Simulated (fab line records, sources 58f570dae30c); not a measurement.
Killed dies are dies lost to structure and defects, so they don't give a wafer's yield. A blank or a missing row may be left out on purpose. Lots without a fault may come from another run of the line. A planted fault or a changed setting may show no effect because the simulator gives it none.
Chamber matching | flow berkeley_cmos170 | UCB170_M1_ETCH_11 on rie_diel-04: 4 sister chambers
The step etches BARC in N2/H2. 8 wafers are shown with their chamber, then 9 later ones without.

WAFERS WITH THEIR CHAMBER
wafer  | chamber | throttle_valve_pct (%) | drypump_motor_current_A (A)
L466.6 | 1       | 13.65                  | 4.8
L469.1 | 1       | 13.64                  | 4.8
L471.2 | 3       | 13.36                  | 4.9
L471.3 | 2       | 13.75                  | 6.4
L471.5 | 0       | 13.41                  | 5.8
L472.2 | 3       | 13.35                  | 5.0
L472.3 | 2       | 13.76                  | 6.4
L472.6 | 0       | 13.41                  | 5.7

WAFERS WITHOUT THEIR CHAMBER
wafer  | throttle_valve_pct (%) | drypump_motor_current_A (A)
L473.1 | 13.34                  | 5.0
L473.3 | 13.42                  | 5.8
L473.6 | 13.38                  | 5.0
L483.1 | 13.75                  | 6.4
L483.2 | 13.66                  | 4.8
L483.5 | 13.75                  | 6.4
L485.3 | 13.75                  | 6.4
L485.4 | 13.40                  | 5.7
L485.5 | 13.75                  | 6.4

WHICH CHAMBER EACH WENT THROUGH
wafer  | from the rows above | in truth
L473.1 | 3                   | 3
L473.3 | 0                   | 0
L473.6 | 3                   | 3
L483.1 | 2                   | 2
L483.2 | 1                   | 1
L483.5 | 2                   | 2
L485.3 | 2                   | 2
L485.4 | 0                   | 0
L485.5 | 2                   | 2
Placed correctly: 9 of 9. Can't be placed from these rows: 0. Placed wrongly: 0.
How it was worked out, from the rows above alone: a wafer's distance from a chamber is the root of the sum, over the readings, of the square of ((its reading less the chamber's mean) divided by the reading's scatter). The wafer belongs to the nearest chamber; if the next one is less than 2 further off, it can't be placed. A chamber's mean is the mean of its shown wafers. The scatter: the root of (the sum of the squares of (reading less its chamber's mean) over the shown wafers, divided by (wafers less chambers)).
